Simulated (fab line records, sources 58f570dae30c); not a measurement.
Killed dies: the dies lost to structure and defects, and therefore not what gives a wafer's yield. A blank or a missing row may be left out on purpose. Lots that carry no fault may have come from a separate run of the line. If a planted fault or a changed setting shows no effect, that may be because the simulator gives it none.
fab line records	flow berkeleyCmos170
record: lots: 6	wafers: 18	lastDay: 10
route steps=331 shown SDANNEAL@205 PSD@206 NSD@207 PLDD@208 NLDD@209 SILICIDE@210 CONTACT@216
lots with no fault: from the same line, run without faults
startH: hours from the record's first day to the start of the lot's first wafer shown	waitH: hours from the lot's prior step to this one	" same as the row above	L1.1+2: several wafers, shown together as one row	- either no value or no given start	* or withheld: withheld	< > ~ a bound
route shown NAME@n: a module of which the file shows steps, and the number in the route of the first	usual: average and standard deviation across the fault-free wafers	same: alike in all rows	chamber/n: place in a boat	sites: the reading at each site	_std_site: standard deviation of those values	_edge_site: outer sites' mean less inner sites'	radiusMm: how far each site lies from the wafer's centre	mask NAME#n: copy n	behind: tool/chamber where the wafer was last shaped	hold: the reason the lot was held/the length of the hold in hours/how it ended	device: whichever transistor did not switch (one of n, p or np)	end of line: tests run on the same wafers once the route is complete	for a step that has no rows: nothing shown but its recipe	killed: at the first sort, the dies lost to defects and structure; wafer yield is something else	map: shows each die of a wafer: x if killed, . if not, _ if none is there
set.NAME: the run value of the setting; set.NAME@STEP: its run value at that earlier step	model.NAME: the simulator's own value behind a step, which no gauge read
lots seen at some steps along the route; tables by step, rows by wafer
services: when a tool's chamber went out of use (startH, in hours from the record's first day, below 0 if earlier), for how many hours, and the reason
== steps ==
step: UCB170_SDANNEAL_RTA_01
recipe: tempC: 1050	timeS: 5	ambient: N2
usual: chamberO2Ppm: 1.998/0.021	lampPowerPct: 34.2/2.1	wafer_temp_C_max: 1054.5/1.4
lot.wafer	tool	chamber	startH	waitH	chamberO2Ppm	lampPowerPct	wafer_temp_C_max
L826.4	rtpAnneal-02	0	151.81	0.1	2.023	36.7	1055.6
L826.5	"	0	"	"	2.056	36.6	1055.9
L826.6	"	0	"	"	2.011	36.6	1054.8
L829.2	rtpAnneal-01	0	164.40	0.1	2.016	32.4	1053.4
L829.4	"	0	"	"	2.014	32.4	1052.5
L829.6	"	0	"	"	1.998	32.4	1054.1
L834.2	rtpAnneal-02	0	189.06	0.1	1.977	36.6	1058.7
L834.3	"	0	"	"	2.013	36.6	1055.5
L834.6	"	0	"	"	1.986	36.6	1056.3
L838.3	rtpAnneal-01	0	199.87	0.1	1.978	32.4	1052.7
L838.4	"	0	"	"	1.981	32.4	1053.1
L838.6	"	0	"	"	2.018	32.4	1054.2
L837.1	rtpAnneal-02	0	199.97	0.1	2.013	36.6	1056.1
L837.4	"	0	"	"	2.015	36.6	1054.6
L837.6	"	0	"	"	1.991	36.6	1054.5
L840.1	rtpAnneal-01	0	214.24	0.1	2.013	32.4	1053.7
L840.4	"	0	"	"	1.971	32.4	1054.2
L840.5	"	0	"	"	1.995	32.4	1054.0
step: UCB170_SDANNEAL_RS_MEAS_02
recipe: thkMeasGauge: four-point-probe
usual: PSD_RS: 75.5/0.31
lot.wafer	tool	chamber	startH	waitH	PSD_RS[ohm/sq]
L826.4	filmMetro-02	-	151.90	0.1	75.6
L826.5	"	-	"	"	75.8
L826.6	"	-	"	"	75.7
L829.2	filmMetro-02	-	164.47	0.1	75.5
L829.4	"	-	"	"	75.5
L829.6	"	-	"	"	75.5
L834.2	filmMetro-02	-	189.18	0.1	75.3
L834.3	"	-	"	"	75.2
L834.6	"	-	"	"	74.8
L838.3	filmMetro-02	-	199.95	0.1	75.6
L838.4	"	-	"	"	75.8
L838.6	"	-	"	"	75.6
L837.1	filmMetro-01	-	200.12	0.1	75.4
L837.4	"	-	"	"	75.9
L837.6	"	-	"	"	75.6
L840.1	filmMetro-01	-	214.29	0.0	75.2
L840.4	"	-	"	"	75.2
L840.5	"	-	"	"	75.4
step: UCB170_SDANNEAL_RS_MEAS_03
recipe: thkMeasGauge: four-point-probe
usual: NSD_RS: 37.26/0.079
lot.wafer	tool	chamber	startH	waitH	NSD_RS[ohm/sq]
L826.4	filmMetro-02	-	152.02	0.1	37.30
L826.5	"	-	"	"	37.28
L826.6	"	-	"	"	37.32
L829.2	filmMetro-02	-	164.59	0.1	37.19
L829.4	"	-	"	"	37.36
L829.6	"	-	"	"	37.24
L834.2	filmMetro-02	-	189.30	0.1	37.32
L834.3	"	-	"	"	37.27
L834.6	"	-	"	"	37.26
L838.3	filmMetro-02	-	200.07	0.1	37.31
L838.4	"	-	"	"	37.34
L838.6	"	-	"	"	37.32
L837.1	filmMetro-01	-	200.24	0.1	37.24
L837.4	"	-	"	"	37.33
L837.6	"	-	"	"	37.22
L840.1	filmMetro-01	-	214.41	0.1	37.17
L840.4	"	-	"	"	37.26
L840.5	"	-	"	"	37.21
step: UCB170_SDANNEAL_RS_MEAS_04
recipe: thkMeasGauge: four-point-probe
usual: PLDD_RS: 1031/3
lot.wafer	tool	chamber	startH	waitH	PLDD_RS[ohm/sq]
L826.4	filmMetro-02	-	152.14	0.1	1030
L826.5	"	-	"	"	1033
L826.6	"	-	"	"	1032
L829.2	filmMetro-02	-	164.71	0.1	1029
L829.4	"	-	"	"	1029
L829.6	"	-	"	"	1027
L834.2	filmMetro-02	-	189.42	0.1	1034
L834.3	"	-	"	"	1032
L834.6	"	-	"	"	1034
L838.3	filmMetro-02	-	200.19	0.1	1034
L838.4	"	-	"	"	1031
L838.6	"	-	"	"	1035
L837.1	filmMetro-01	-	200.36	0.1	1027
L837.4	"	-	"	"	1029
L837.6	"	-	"	"	1029
L840.1	filmMetro-01	-	214.53	0.1	1029
L840.4	"	-	"	"	1028
L840.5	"	-	"	"	1029
step: UCB170_SDANNEAL_RS_MEAS_05
recipe: thkMeasGauge: four-point-probe
usual: NLDD_RS: 615.4/1.3
lot.wafer	tool	chamber	startH	waitH	NLDD_RS[ohm/sq]
L826.4	filmMetro-02	-	152.26	0.1	613.7
L826.5	"	-	"	"	613.1
L826.6	"	-	"	"	614.0
L829.2	filmMetro-02	-	164.83	0.1	616.7
L829.4	"	-	"	"	615.5
L829.6	"	-	"	"	617.0
L834.2	filmMetro-02	-	189.54	0.1	614.7
L834.3	"	-	"	"	616.4
L834.6	"	-	"	"	615.9
L838.3	filmMetro-02	-	200.31	0.1	618.2
L838.4	"	-	"	"	618.0
L838.6	"	-	"	"	616.1
L837.1	filmMetro-01	-	200.48	0.1	615.7
L837.4	"	-	"	"	614.3
L837.6	"	-	"	"	614.8
L840.1	filmMetro-01	-	214.65	0.1	613.7
L840.4	"	-	"	"	614.4
L840.5	"	-	"	"	615.2
step: UCB170_SILICIDE_PRE_CLEAN_00
recipe: gas: Ar	precleanEtchTimeS: 60
step: UCB170_SILICIDE_SPUTTER_01
recipe: material: Ti	targetThkNm: 30	timeS: 25	powerW: 1500	chamberPressurePa: 0.5
step: UCB170_SILICIDE_RS_MEAS_02
recipe: thkMeasGauge: four-point-probe	reads: Ti_of_SILICIDE_SPUTTER_01
usual: SILICIDE_TI_RS: 26.3/0.45
lot.wafer	tool	chamber	startH	waitH	SILICIDE_TI_RS[ohm/sq]
L826.4	filmMetro-04	-	152.48	0.1	25.9
L826.5	"	-	"	"	25.8
L826.6	"	-	"	"	26.0
L829.2	filmMetro-04	-	165.04	0.0	26.8
L829.4	"	-	"	"	27.1
L829.6	"	-	"	"	26.6
L834.2	filmMetro-02	-	189.75	0.0	26.1
L834.3	"	-	"	"	25.8
L834.6	"	-	"	"	26.2
L838.3	filmMetro-04	-	200.56	0.1	25.6
L838.4	"	-	"	"	26.3
L838.6	"	-	"	"	25.6
L837.1	filmMetro-01	-	200.70	0.0	26.1
L837.4	"	-	"	"	26.2
L837.6	"	-	"	"	26.3
L840.1	filmMetro-01	-	214.95	0.1	26.8
L840.4	"	-	"	"	26.6
L840.5	"	-	"	"	26.7
step: UCB170_SILICIDE_THK_MEAS_03
recipe: thkMeasGauge: xrf	reads: Ti_of_SILICIDE_SPUTTER_01
usual: SILICIDE_TI_THK: 30.1/0.46
lot.wafer	tool	chamber	startH	waitH	SILICIDE_TI_THK[nm]
L826.4	filmMetro-04	-	152.57	0.1	30.3
L826.5	"	-	"	"	30.3
L826.6	"	-	"	"	30.2
L829.2	filmMetro-04	-	165.15	0.1	29.5
L829.4	"	-	"	"	29.1
L829.6	"	-	"	"	29.6
L834.2	filmMetro-02	-	189.86	0.1	30.1
L834.3	"	-	"	"	30.6
L834.6	"	-	"	"	30.1
L838.3	filmMetro-04	-	200.66	0.1	30.6
L838.4	"	-	"	"	29.9
L838.6	"	-	"	"	30.7
L837.1	filmMetro-01	-	200.82	0.1	30.5
L837.4	"	-	"	"	30.2
L837.6	"	-	"	"	30.3
L840.1	filmMetro-01	-	215.07	0.1	30.0
L840.4	"	-	"	"	30.0
L840.5	"	-	"	"	29.9
step: UCB170_SILICIDE_RTA_04
recipe: tempC: 650	timeS: 15	ambient: N2
usual: chamberO2Ppm: 1.994/0.021	lampPowerPct: 9.7/0.58	wafer_temp_C_max: 653.0/0.95
lot.wafer	tool	chamber	startH	waitH	chamberO2Ppm	lampPowerPct	wafer_temp_C_max
L826.4	rtpAnneal-01	0	152.64	0.1	1.986	9.0	653.3
L826.5	"	0	"	"	1.976	9.0	652.0
L826.6	"	0	"	"	1.996	9.0	652.1
L829.2	rtpAnneal-01	0	165.22	0.1	1.998	9.0	651.8
L829.4	"	0	"	"	1.972	9.0	652.0
L829.6	"	0	"	"	2.013	9.0	652.1
L834.2	rtpAnneal-01	0	189.93	0.1	2.010	9.0	652.3
L834.3	"	0	"	"	2.014	9.0	652.7
L834.6	"	0	"	"	2.028	9.0	652.5
L838.3	rtpAnneal-02	0	200.72	0.1	1.994	10.2	653.8
L838.4	"	0	"	"	1.935	10.2	655.4
L838.6	"	0	"	"	1.999	10.2	655.0
L837.1	rtpAnneal-01	0	200.88	0.1	1.972	9.0	652.0
L837.4	"	0	"	"	1.977	9.0	652.3
L837.6	"	0	"	"	1.991	9.0	651.8
L840.1	rtpAnneal-02	0	215.13	0.1	1.982	10.2	652.9
L840.4	"	0	"	"	1.971	10.2	652.7
L840.5	"	0	"	"	1.974	10.2	653.3
step: UCB170_SILICIDE_WET_ETCH_05
recipe: chemistry: SPM	timeS: 45	tempC: 120	target: Ti
step: UCB170_CONTACT_CLEAN_00
recipe: chemistry: SPM	tempC: 120	timeS: 600
step: UCB170_CONTACT_CVD_01
recipe: material: PSG	targetThkNm: 700	tempC: 450	precursor: SiH4/O2/PH3	timeS: 2820	pressureMtorr: 300	sih4FlowSccm: 60	o2FlowSccm: 90	ph3FlowSccm: 25
lot.wafer	tool	chamber	startH	waitH
L826.4+5+6	lpcvd-02	1	154.07	1.0
L829.2+4+6	lpcvd-02	1	165.48	0.0
L834.2+3+6	lpcvd-01	1	190.26	0.0
L837.1+4+6	lpcvd-01	1	202.39	1.2
L837.1+4+6	lpcvd-01	1	206.11	1.9
L838.3+4+6	lpcvd-01	0	202.39	1.4
L838.3+4+6	lpcvd-01	0	206.11	1.9
L840.1+4+5	lpcvd-02	1	216.25	0.7
step: UCB170_CONTACT_THK_MEAS_02
recipe: reads: PSG_of_CONTACT_CVD_01
usual: CONTACT_PSG_THK: 698/6.5
lot.wafer	tool	chamber	startH	waitH	CONTACT_PSG_THK[nm]
L826.4	filmMetro-02	-	155.89	0.0	707
L826.5	"	-	"	"	700
L826.6	"	-	"	"	703
L829.2	filmMetro-02	-	167.27	0.0	709
L829.4	"	-	"	"	713
L829.6	"	-	"	"	705
L834.2	filmMetro-02	-	192.94	0.0	696
L834.3	"	-	"	"	697
L834.6	"	-	"	"	696
L837.1	filmMetro-02	-	207.89	0.0	1389
L837.4	"	-	"	"	1395
L837.6	"	-	"	"	1406
L838.3	filmMetro-04	-	207.91	0.0	1392
L838.4	"	-	"	"	1399
L838.6	"	-	"	"	1400
L840.1	filmMetro-04	-	218.04	0.0	701
L840.4	"	-	"	"	702
L840.5	"	-	"	"	696
step: UCB170_CONTACT_HMDS_03
recipe: primeTimeS: 60	primeTempC: 100
step: UCB170_CONTACT_COAT_04
recipe: resist: KrF	spinRpm: 1500	resistThkNm: 900
step: UCB170_CONTACT_SOFTBAKE_05
recipe: resist: KrF	tempC: 129.3	timeS: 60
step: UCB170_CONTACT_STRIP_06
recipe: chemistry: O2	powerW: 400	pressureMtorr: 3500	platenTempC: withheld	o2FlowSccm: 400	overashFraction: 0.5
usual: drypumpMotorCurrentA: 6.0/0.45	oesProductAu: 0.735/0.0046	stripTimeToEndpointS: 21.98/0.061
lot.wafer	tool	chamber	startH	waitH	drypumpMotorCurrentA	oesProductAu	rfHoursCounterH	stripTimeToEndpointS
L826.4	plasmaAsher-01	1	156.40	0.1	6.6	0.741	-	21.99
L826.5	"	1	"	"	6.5	0.736	-	22.06
L826.6	"	0	"	"	6.0	0.731	-	21.99
L829.2	plasmaAsher-04	1	167.77	0.1	5.3	0.735	36	21.98
L829.4	"	1	"	"	5.3	0.725	-	21.94
L829.6	"	1	"	"	5.3	0.731	-	21.95
L834.2	plasmaAsher-03	0	193.44	0.1	5.9	0.736	50	21.90
L834.3	"	0	"	"	5.9	0.738	-	21.95
L834.6	"	0	"	"	6.0	0.744	-	21.97
L838.3	plasmaAsher-03	0	208.51	0.1	5.9	0.727	-	21.93
L838.4	"	1	"	"	5.8	0.735	-	21.90
L838.6	"	1	"	"	5.8	0.733	-	21.88
L837.1	plasmaAsher-04	0	208.52	0.1	6.5	0.733	41	21.97
L837.4	"	0	"	"	6.5	0.727	-	21.98
L837.6	"	1	"	"	5.3	0.735	-	21.94
L840.1	plasmaAsher-04	0	218.86	0.1	6.5	0.740	43	22.01
L840.4	"	1	"	"	5.3	0.737	-	21.98
L840.5	"	0	"	"	6.5	0.739	-	22.00
step: UCB170_CONTACT_CLEAN_07
recipe: chemistry: SPM	tempC: 120	timeS: 600
step: UCB170_CONTACT_RTA_08
recipe: tempC: 900	timeS: 10	ambient: N2
step: UCB170_CONTACT_COAT_09
recipe: resist: BARC	tempC: withheld	timeS: withheld	spinRpm: 3000	resistThkNm: withheld
step: UCB170_CONTACT_COAT_10
recipe: resist: KrF	spinRpm: 1500	resistThkNm: 900
step: UCB170_CONTACT_SOFTBAKE_11
recipe: resist: KrF	tempC: 131.1	timeS: 60
step: UCB170_CONTACT_EXPOSE_12
recipe: maskId: CONT	targetCdNm: 700	na: 0.5	sigmaOuter: 0.6	sourceShape: conventional	doseMj: 35
step: UCB170_CONTACT_PEB_13
recipe: pebTempC: 130	pebTimeS: withheld	resist: KrF
step: UCB170_CONTACT_DEVELOP_14
recipe: developer: TMAH	developTimeS: 45	resist: KrF	devTempC: 21
step: UCB170_CONTACT_CD_MEAS_15
recipe: targetCdNm: 700
usual: cdNm: 699.7/1.3
lot.wafer	tool	chamber	startH	waitH	cdNm
L826.4	cdSem-02	-	158.52	-	698.6
L826.5	"	-	"	"	698.3
L826.6	"	-	"	"	699.3
L829.2	cdSem-01	-	169.70	-	700.9
L829.4	"	-	"	"	699.7
L829.6	"	-	"	"	699.3
L834.2	cdSem-01	-	196.17	-	699.0
L834.3	"	-	"	"	698.9
L834.6	"	-	"	"	699.4
L837.1	cdSem-01	-	211.49	-	699.2
L837.4	"	-	"	"	699.6
L837.6	"	-	"	"	699.3
L838.3	cdSem-01	-	211.52	-	697.4
L838.4	"	-	"	"	697.5
L838.6	"	-	"	"	696.7
L840.1	cdSem-01	-	221.66	-	700.9
L840.4	"	-	"	"	699.4
L840.5	"	-	"	"	699.5
step: UCB170_CONTACT_OVL_MEAS_16
usual: CONTACT_OVL: -2/5.8
lot.wafer	tool	chamber	startH	waitH	CONTACT_OVL[nm]
L826.4	overlay-02	-	158.59	0.1	1
L826.5	"	-	"	"	-2
L826.6	"	-	"	"	-1
L829.2	overlay-02	-	169.81	0.1	-1
L829.4	"	-	"	"	4
L829.6	"	-	"	"	3
L834.2	overlay-02	-	196.28	0.1	-1
L834.3	"	-	"	"	1
L834.6	"	-	"	"	2
L837.1	overlay-01	-	211.61	0.1	-3
L837.4	"	-	"	"	3
L837.6	"	-	"	"	2
L838.3	overlay-02	-	211.62	0.1	3
L838.4	"	-	"	"	-8
L838.6	"	-	"	"	-13
L840.1	overlay-02	-	221.78	0.1	-5
L840.4	"	-	"	"	-9
L840.5	"	-	"	"	-8
step: UCB170_CONTACT_ETCH_17
recipe: chemistry: N2/H2	targetDepthA: withheld	overetchA: withheld	target: BARC	timeS: withheld	sourceW: 500	biasW: 100	pressureMtorr: 30	n2FlowSccm: 100	h2FlowSccm: 200
usual: drypumpMotorCurrentA: 5.5/0.33	oesProductAu: 0.998/0.019	throttleValvePct: 13.30/0.22
lot.wafer	tool	chamber	startH	waitH	drypumpMotorCurrentA	oesProductAu	throttleValvePct
L826.4	rieDiel-01	1	158.61	0.0	5.9	0.990	13.06
L826.5	"	0	"	"	5.4	0.973	13.23
L826.6	"	1	"	"	5.9	0.986	13.07
L829.2	rieDiel-03	3	169.84	0.0	5.6	0.992	13.00
L829.4	"	3	"	"	5.6	0.995	12.96
L829.6	"	2	"	"	5.2	0.991	13.19
L834.2	rieDiel-04	3	196.31	0.0	5.2	1.014	13.44
L834.3	"	2	"	"	5.8	1.004	13.68
L834.6	"	2	"	"	5.8	0.998	13.67
L838.3	rieDiel-03	0	211.64	0.0	5.4	0.979	13.07
L838.4	"	2	"	"	5.2	0.995	13.21
L838.6	"	0	"	"	5.4	0.970	13.05
L837.1	rieDiel-04	2	211.65	0.0	5.8	0.992	13.69
L837.4	"	1	"	"	5.3	0.992	13.28
L837.6	"	2	"	"	5.8	1.004	13.71
L840.1	rieDiel-03	2	221.81	0.0	5.2	0.998	13.21
L840.4	"	0	"	"	5.4	0.971	13.06
L840.5	"	2	"	"	5.2	0.992	13.20
step: UCB170_CONTACT_ETCH_18
recipe: chemistry: CHF3/CF4/Ar	target: PSG	stopOn: TiSi2	CHF3_flow_sccm: 45	cf4FlowSccm: 15	Ar_flow_sccm: 150	pressureMtorr: 200	rfW: 700	targetDepthA: 8400	overEtchFrac: 0.2	timeS: 195
usual: drypumpMotorCurrentA: 5.5/0.33	oesProductAu: 0.896/0.014	throttleValvePct: 6.91/0.13
lot.wafer	tool	chamber	startH	waitH	drypumpMotorCurrentA	oesProductAu	rfHoursCounterH	throttleValvePct	model.CONTACT.featureDepthNm	model.etch.depthNm
L826.4	rieDiel-01	1	-	-	5.9	0.901	69	6.75	706.6	706.6
L826.5	"	0	"	"	5.5	0.875	-	6.89	700.5	700.5
L826.6	"	1	"	"	5.9	0.901	-	6.75	703	703
L829.2	rieDiel-03	3	-	-	5.6	0.921	33	6.72	708.6	708.6
L829.4	"	3	"	"	5.6	0.917	-	6.73	712.3	712.3
L829.6	"	2	"	"	5.2	0.904	-	6.90	705.2	705.2
L834.2	rieDiel-04	3	-	-	5.2	0.894	22	6.96	696.5	696.5
L834.3	"	2	"	"	5.8	0.889	77	7.14	696.9	696.9
L834.6	"	2	"	"	5.8	0.894	-	7.13	696.1	696.1
L838.3	rieDiel-03	0	-	-	5.4	0.983	62	6.77	842	842
L838.4	"	2	"	"	5.2	1.008	20	6.92	837.7	837.7
L838.6	"	0	"	"	5.4	0.980	-	6.76	838	838
L837.1	rieDiel-04	2	-	-	5.8	1.017	77	7.13	858.8	858.8
L837.4	"	1	"	"	5.3	1.009	-	6.91	854.3	854.3
L837.6	"	2	"	"	5.8	1.009	-	7.14	853.2	853.2
L840.1	rieDiel-03	2	-	-	5.2	0.901	21	6.92	700.1	700.1
L840.4	"	0	"	"	5.4	0.886	63	6.76	702	702
L840.5	"	2	"	"	5.2	0.894	-	6.92	696.2	696.2
step: UCB170_CONTACT_STRIP_19
recipe: chemistry: O2	powerW: 400	pressureMtorr: 3500	platenTempC: withheld	o2FlowSccm: 400	overashFraction: 0.5
usual: drypumpMotorCurrentA: 6.1/0.46	oesProductAu: 0.725/0.0049
lot.wafer	tool	chamber	startH	waitH	drypumpMotorCurrentA	oesProductAu	rfHoursCounterH
L826.4	plasmaAsher-03	1	158.81	-	5.8	0.725	-
L826.5	"	1	"	"	5.9	0.734	-
L826.6	"	0	"	"	5.9	0.723	-
L829.2	plasmaAsher-01	0	170.01	-	6.0	0.729	47
L829.4	"	0	"	"	6.0	0.721	-
L829.6	"	1	"	"	6.6	0.734	-
L834.2	plasmaAsher-03	0	196.47	-	6.0	0.728	50
L834.3	"	1	"	"	5.8	0.729	-
L834.6	"	1	"	"	5.8	0.720	-
L837.1	plasmaAsher-04	1	211.82	-	5.3	0.719	42
L837.4	"	0	"	"	6.6	0.731	-
L837.6	"	1	"	"	5.3	0.728	-
L838.3	plasmaAsher-01	0	211.84	-	6.0	0.724	-
L838.4	"	1	"	"	6.5	0.724	-
L838.6	"	1	"	"	6.5	0.729	-
L840.1	plasmaAsher-01	0	221.98	-	6.0	0.731	54
L840.4	"	1	"	"	6.5	0.721	-
L840.5	"	1	"	"	6.5	0.723	-
== services ==
tool	chamber	startH	hours	kind
rieDiel-04	-	154.08	0.5	repair
plasmaAsher-03	-	154.94	2.8	pm
rieDiel-03	1	162.57	-	clean
rieDiel-03	1	162.57	13.0	scheduledDown
rieDiel-03	1	162.57	13.0	ventCycle
plasmaAsher-03	-	163.50	9.4	repair
rieDiel-01	0	187.21	4.4	repair
rieDiel-04	0	188.83	-	clean
rieDiel-04	0	188.83	19.0	scheduledDown
rieDiel-04	0	188.83	19.0	ventCycle
rieDiel-01	-	203.80	14.6	pm
rieDiel-01	2	218.84	4.0	repair
== key ==
firstSign: step: UCB170_CONTACT_CVD_01	reading: visit	direction: added
effect: step: UCB170_CONTACT_THK_MEAS_02	reading: CONTACT_PSG_THK	direction: up	sigmas: 99+	usual: 698	struck: 1397
effect: step: UCB170_CONTACT_ETCH_18	reading: oesProductAu	direction: up	sigmas: 7.3	usual: 0.896	struck: 1.001
modelEffect: step: UCB170_CONTACT_ETCH_18	value: CONTACT.featureDepthNm	without: 696.9	struck: 847.3
metAt UCB170_CONTACT_CVD_01
struckWafers L837.1,L837.4,L837.6,L838.3,L838.4,L838.6
laterRowsLeftOut L837.1,L837.4,L837.6,L838.3,L838.4,L838.6
sortLeftOut L837.1,L837.4,L837.6,L838.3,L838.4,L838.6
testerLeftOut L837,L838
fault: kind: repeatedStepWhole	tool: lpcvd-01,lpcvd-02	chamber: -	onsetH: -	steps: UCB170_CONTACT_CVD_01	times: 1	scope: struckLotsOnly
testerLeftOut: of these lots the tester's yield and bins aren't shown, on N5 and GAA mostly nor the transistor test; their killed dies are dies lost to structure and defects alone, not to doping, threshold or leakage, so they don't give the yield
sortLeftOut: the simulated sort isn't trusted on such a fault, so these wafers' sort isn't shown, and their yield isn't known
laterRowsLeftOut: the simulator's readings of these wafers behind a module that went badly wrong aren't trusted and aren't shown, but for the sort
